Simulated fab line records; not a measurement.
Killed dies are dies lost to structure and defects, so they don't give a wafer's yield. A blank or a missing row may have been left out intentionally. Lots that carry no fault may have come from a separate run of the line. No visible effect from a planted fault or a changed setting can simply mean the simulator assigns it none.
Comparing a struck lot with a sound one | flow rit-cmos | 27 steps out of a route of 202
Sound: the wafers L518.3, L518.4, L518.5. Struck: wafers L526.2, L526.3, L526.6. Last of all comes the cause.
For every step that has rows: the tool of each side, followed by ch and its chambers, followed by its first start. Under that, the readings that differ: sound wafers | struck wafers | difference of the means | sigmas: that difference in standard deviations of wafers without a fault.
alike: words and numbers the same on both sides, and readings whose means are apart by under 2 such deviations; not compared: readings that were withheld, readings missing a value for some wafer, numbers with overlapping values and no deviation given by the record, and bounds like >300 which may hide the same value.
A row with sigmas, a row that says differs or no value, or rows on one side alone: a step with any of these is where the two part. Non-overlapping numbers with no deviation appear without sigmas and do not part them. A reading missing from all wafers of one side parts the sides only when that side holds two or more wafers.

first, 4 steps without rows for these wafers: RIT_CONTACT_SOFTBAKE_04 (time 60 s); RIT_CONTACT_EXPOSE_05 (exposes mask M11, target cd 1000 nm); RIT_CONTACT_PEB_06; RIT_CONTACT_DEVELOP_07 (develop time 120 s).
RIT_CONTACT_CD_MEAS_08 targets a cd of 1000 nm.
  sound on cd-sem-01, day 5 22:02; struck on cd-sem-01, day 7 12:55
  alike: cd-nm
RIT_CONTACT_OVL_MEAS_09:
  sound on overlay-01, day 5 22:07; struck on overlay-01, day 7 13:01
  alike: CONTACT_OVL
then, 1 step without rows for these wafers: RIT_CONTACT_HARDBAKE_10 (time 60 s).
RIT_CONTACT_ETCH_11: etches SiO2 in CHF3/CF4/Ar, stops on TiSi2, target depth 480 nm, time 320 s.
  sound on rie-diel-03 ch 0,3, day 5 22:18; struck on rie-diel-02 ch 0,1, day 7 13:12
  alike: drypump-motor-current-A, oes-product-au, throttle-valve-pct
  not compared: rf-hours-counter-h
RIT_CONTACT_STRIP_12: strips in O2, time 180 s.
  sound on plasma-asher-03 ch 0,1, day 5 22:33; struck on plasma-asher-03 ch 0,1, day 7 13:24
  alike: drypump-motor-current-A
  not compared: rf-hours-counter-h
RIT_CONTACT_CD_MEAS_90 targets a cd of 1000 nm.
  sound on cd-sem-01, day 5 22:43; struck on cd-sem-01, day 7 13:35
  alike: cd-nm
then, 2 steps without rows for these wafers: RIT_CONTACT_CLEAN_13 (cleans in SC1, time 600 s); RIT_CONTACT_CLEAN_14 (cleans in SC2, time 600 s).
RIT_M1_SPUTTER_00: material Al, target thk 400 nm, time 500 s.
  sound on pvd-sputter-02, day 5 23:08; struck on pvd-sputter-02, day 7 14:02
  reading                               | sound             | struck            | difference | sigmas
  model.Al_of_M1_SPUTTER_00.thk-nm (nm) | 393.1 391.8 388.4 | 444.7 454.7 451.1 | +59.1      |
  alike: cathode-dc-power-W, throttle-valve-pct
RIT_M1_RS_MEAS_01: uses a four-point probe to measure.
  sound on film-metro-02, day 5 23:28; struck on film-metro-01, day 7 14:21
  reading           | sound                | struck               | difference | sigmas
  M1_AL_RS (ohm/sq) | 0.0747 0.0749 0.0754 | 0.0659 0.0644 0.0649 | -0.0099    | -9
RIT_M1_THK_MEAS_02: measures by xrf.
  sound on film-metro-02, day 5 23:34; struck on film-metro-01, day 7 14:28
  reading        | sound       | struck      | difference | sigmas
  M1_AL_THK (nm) | 389 387 383 | 441 451 447 | +60        | +9
then, 6 steps without rows for these wafers: RIT_M1_HMDS_03 (prime time 60 s); RIT_M1_COAT_04 (resist thk 1300 nm); RIT_M1_SOFTBAKE_05 (time 60 s); RIT_M1_EXPOSE_06 (exposes mask M12, target cd 2600 nm); RIT_M1_PEB_07; RIT_M1_DEVELOP_08 (develop time 68 s).
RIT_M1_CD_MEAS_09 targets a cd of 2600 nm.
  sound on cd-sem-01, day 6 00:40; struck on cd-sem-02, day 7 15:25
  alike: cd-nm
RIT_M1_OVL_MEAS_10:
  sound on overlay-02, day 6 00:45; struck on overlay-02, day 7 15:31
  alike: M1_OVL
then, 1 step without rows for these wafers: RIT_M1_HARDBAKE_11 (time 120 s).
RIT_M1_METAL_ETCH_12: etches Al in Cl2/BCl3, stops on SiO2, time 165 s, target depth 600 nm.
  sound on rie-metal-01 ch 0,1, day 6 01:05; struck on rie-metal-02 ch 0,1, day 7 15:48
  reading               | sound             | struck            | difference | sigmas
  oes-product-au (a.u.) | 0.771 0.764 0.761 | 0.836 0.820 0.819 | +0.060     | +7
  alike: drypump-motor-current-A, throttle-valve-pct
  not compared: rf-hours-counter-h
then, 1 step without rows for these wafers: RIT_M1_STRIP_13 (strips in nmp, time 600 s).
RIT_M1_PROBE_99:
  sound on prober-01, day 6 03:46; struck on prober-01, day 7 18:10
  reading                  | sound                  | struck                  | difference | sigmas
  model.etest.m1.rs-ohm-sq | 0.0742 0.07359 0.07534 | 0.06484 0.06345 0.06475 | -0.01003   |
  alike: defect-limited-yield, killed-at-contacts, killed-at-front-end, killed-dies, killed-open, killed-short, sort_bin_3_pad_short, sort_bin_5_function, sort_bin_6_memory, sort-n-pass, sort-yield-pct

## WHERE THEY PART
Earliest at RIT_M1_RS_MEAS_01; latest, in this record, at RIT_M1_METAL_ETCH_12. Later steps at which nothing parts them and some readings are alike: RIT_M1_PROBE_99.

WHY: what the simulator had put in
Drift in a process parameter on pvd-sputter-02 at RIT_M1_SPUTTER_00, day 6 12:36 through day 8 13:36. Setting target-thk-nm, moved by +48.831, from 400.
